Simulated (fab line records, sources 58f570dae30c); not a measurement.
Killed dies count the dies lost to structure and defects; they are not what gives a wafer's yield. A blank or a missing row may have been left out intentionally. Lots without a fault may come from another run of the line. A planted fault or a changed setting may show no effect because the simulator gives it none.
Matching of chambers | flow berkeleyCmos170 | UCB170_NWELL_ETCH_13 on rieDiel-02 has 4 sister chambers
The step etches Si3N4 in CH3F/Ar/O2, stops on SiO2, target depth 246.4 nm, time 154 s. 4 wafers are shown with their chamber, then 8 later ones without.

EACH WAFER AND ITS CHAMBER
wafer  | chamber | drypumpMotorCurrentA (A)
L343.3 | 0       | 5.6
L351.2 | 3       | 5.4
L351.5 | 2       | 4.9
L355.2 | 1       | 5.5

WAFERS MISSING THEIR CHAMBER
wafer  | drypumpMotorCurrentA (A)
L355.3 | 5.4
L355.6 | 5.6
L361.2 | 4.8
L361.3 | 5.4
L361.6 | 5.4
L362.1 | 5.4
L362.5 | 4.8
L362.6 | 5.4

EACH ONE'S CHAMBER
wafer  | from the rows above     | in truth
L355.3 | can't be placed: 3 or 1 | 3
L355.6 | can't be placed: 0 or 1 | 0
L361.2 | 2                       | 2
L361.3 | can't be placed: 3 or 1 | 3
L361.6 | can't be placed: 3 or 1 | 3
L362.1 | can't be placed: 3 or 1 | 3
L362.5 | 2                       | 2
L362.6 | can't be placed: 3 or 1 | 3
Placed correctly: 2 of 8. Not placeable from these rows: 6 (in 6, the candidates include the true chamber). 0 placed wrongly.
How it was worked out, from the rows above alone: a wafer's distance from a chamber is the root of the sum, over the readings, of the square of ((its reading less the chamber's mean) divided by the reading's scatter). The wafer belongs to the nearest chamber; if the next one is less than 2 further off, it can't be placed. For every chamber, the mean is computed from those of its wafers that are shown. The scatter: root of mean squared gap, hidden wafer to nearest shown wafer, with one shown wafer a chamber.
